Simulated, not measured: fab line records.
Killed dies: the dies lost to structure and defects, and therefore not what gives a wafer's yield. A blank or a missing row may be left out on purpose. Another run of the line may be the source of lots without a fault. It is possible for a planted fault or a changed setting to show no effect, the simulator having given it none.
Struck lot and sound lot, side by side || flow rit-cmos || 44 out of 202 route steps
Sound: the wafers L210.1, L210.2, L210.5. Wafers L218.3, L218.4, L218.6 were the ones struck. At the end, the cause is stated.
Order at every step that has rows: each side's tool, ch and its chambers, its first start. Under that, the readings that differ: sound wafers || struck wafers || difference of the means || sigmas: that difference in standard deviations of wafers without a fault.
alike: readings with means less than 2 such deviations apart, plus words and numbers identical on both sides. not compared: withheld readings, readings lacking a value on some wafer, bounds such as >300 that could conceal the same value, and numbers that have no deviation in the record and whose values overlap.
Wherever a step has rows on one side only, a row that says differs or no value, or a row with sigmas, the two part there. Numbers that don't overlap but have no deviation are shown without sigmas and don't part them. Lack of a reading on every wafer of one side parts them only where that side has two or more wafers.

first, 3 steps without rows for these wafers: RIT_REOX_CLEAN_01 (cleans in dHF, time 30 s); RIT_REOX_CLEAN_02 (cleans in SC2, time 600 s); RIT_REOX_OXIDATION_03 (target thk 25.2 nm, ox time 5580 s).
RIT_REOX_THK_MEAS_04:
  sound on film-metro-04, day 3 09:39; struck on film-metro-02, day 5 02:53
  alike: REOX_OXIDE_THK
then, 6 steps without rows for these wafers: RIT_NLDD_HMDS_00 (prime time 60 s); RIT_NLDD_COAT_01 (resist thk 1000 nm); RIT_NLDD_SOFTBAKE_02 (time 60 s); RIT_NLDD_EXPOSE_03 (exposes mask M7, target cd 40700 nm); RIT_NLDD_PEB_04; RIT_NLDD_DEVELOP_05 (develop time 50 s).
RIT_NLDD_OVL_MEAS_06:
  sound on overlay-01, day 3 10:44; struck on overlay-02, day 5 03:55
  alike: NLDD_OVL
then, 1 step without rows for these wafers: RIT_NLDD_HARDBAKE_07 (time 60 s).
RIT_NLDD_IMPLANT_08:
  sound on implanter-01 ch 0, day 3 10:55; struck on implanter-02 ch 0, day 5 04:12
{"reading": "implant-ion-amu", "sound": "31 31 31", "struck": "75 75 75", "difference": "+44", "sigmas": ""}
{"reading": "model.implant.rp-nm (nm)", "sound": "28 28 28", "struck": "15.47 15.47 15.47", "difference": -12.53, "sigmas": ""}
{"reading": "model.implant.drp-nm (nm)", "sound": "12.97 12.97 12.97", "struck": "7.212 7.212 7.212", "difference": -5.758, "sigmas": ""}
  alike: beam-energy-keV
RIT_NLDD_STRIP_09: strips in O2, time 180 s.
  sound on plasma-asher-01 ch 0,1, day 3 11:04; struck on plasma-asher-01 ch 0,1, day 5 04:22
  alike: drypump-motor-current-A, o2-flow-sccm
  not compared: rf-hours-counter-h
RIT_NLDD_TW_MEAS_10:
  sound on film-metro-04, day 3 11:14; struck on film-metro-04, day 5 04:30
{"reading": "NLDD_TW", "sound": "2476 2477 2477", "struck": "2766 2758 2758", "difference": "+284", "sigmas": "+14"}
then, 6 steps without rows for these wafers: RIT_PLDD_HMDS_00 (prime time 60 s); RIT_PLDD_COAT_01 (resist thk 1000 nm); RIT_PLDD_SOFTBAKE_02 (time 60 s); RIT_PLDD_EXPOSE_03 (exposes mask M8, target cd 40900 nm); RIT_PLDD_PEB_04; RIT_PLDD_DEVELOP_05 (develop time 50 s).
RIT_PLDD_OVL_MEAS_06:
  sound on overlay-02, day 3 12:09; struck on overlay-01, day 5 05:31
  alike: PLDD_OVL
then, 2 steps without rows for these wafers: RIT_PLDD_HARDBAKE_07 (time 60 s); RIT_PLDD_IMPLANT_08.
RIT_PLDD_STRIP_09: strips in O2, time 180 s.
  sound on plasma-asher-01 ch 0,1, day 3 12:29; struck on plasma-asher-01 ch 0,1, day 5 05:54
  alike: drypump-motor-current-A, o2-flow-sccm
  not compared: rf-hours-counter-h
RIT_PLDD_TW_MEAS_10:
  sound on film-metro-04, day 3 12:40; struck on film-metro-02, day 5 06:02
  alike: PLDD_TW
then, 4 steps without rows for these wafers: RIT_SPACER_CLEAN_00 (cleans in SC1, time 600 s); RIT_SPACER_CLEAN_01 (cleans in dHF, time 30 s); RIT_SPACER_CLEAN_02 (cleans in SC2, time 600 s); RIT_SPACER_CVD_03 (deposits Si3N4 from SiH2Cl2/NH3, target thk 250 nm, time 3300 s).
RIT_SPACER_THK_MEAS_04:
  sound on film-metro-04, day 3 15:42; struck on film-metro-01, day 5 08:24
  alike: SPACER_NITRIDE_THK
RIT_SPACER_ETCHBACK_05: etches Si3N4 in SF6/CHF3, stops on SiO2, target depth 250 nm, time 240 s.
  sound on rie-diel-03 ch 0,1,3, day 3 15:46; struck on rie-diel-04 ch 0,2,3, day 5 08:26
{"reading": "oes-product-au (a.u.)", "sound": "0.851 0.853 0.848", "struck": "0.808 0.832 0.833", "difference": -0.026, "sigmas": -2}
  alike: drypump-motor-current-A, throttle-valve-pct
  not compared: rf-hours-counter-h
then, 6 steps without rows for these wafers: RIT_NSD_HMDS_00 (prime time 60 s); RIT_NSD_COAT_01 (resist thk 1000 nm); RIT_NSD_SOFTBAKE_02 (time 60 s); RIT_NSD_EXPOSE_03 (exposes mask M9, target cd 40700 nm); RIT_NSD_PEB_04; RIT_NSD_DEVELOP_05 (develop time 51.3 s).
RIT_NSD_OVL_MEAS_06:
  sound on overlay-01, day 3 16:53; struck on overlay-02, day 5 09:35
  alike: NSD_OVL
then, 2 steps without rows for these wafers: RIT_NSD_HARDBAKE_07 (time 60 s); RIT_NSD_IMPLANT_08.
RIT_NSD_STRIP_09: strips in O2, time 180 s.
  sound on plasma-asher-02 ch 0,1, day 3 17:14; struck on plasma-asher-04 ch 0,1, day 5 09:58
  alike: drypump-motor-current-A, o2-flow-sccm
  not compared: rf-hours-counter-h
RIT_SDANNEAL_RS_MEAS_07: the measuring method here is four-point-probe.
  sound on film-metro-04, day 3 19:59; struck on film-metro-03, day 5 12:23
{"reading": "NLDD_RS (ohm/sq)", "sound": "151.3 152.0 152.1", "struck": "208.0 207.9 207.4", "difference": "+56.0", "sigmas": "+99 or more"}
RIT_M1_PROBE_99:
  sound on prober-02, day 4 04:25; struck on prober-02, day 5 19:28
  alike: killed-at-contacts, killed-at-front-end, killed-dies, killed-open, killed-short

== WHERE THEY PART ==
Last at RIT_SDANNEAL_RS_MEAS_07 as far as this record goes, first at RIT_NLDD_TW_MEAS_10. Later steps at which nothing parts them and some readings are alike: RIT_M1_PROBE_99.

WHY: the cause the simulator had injected
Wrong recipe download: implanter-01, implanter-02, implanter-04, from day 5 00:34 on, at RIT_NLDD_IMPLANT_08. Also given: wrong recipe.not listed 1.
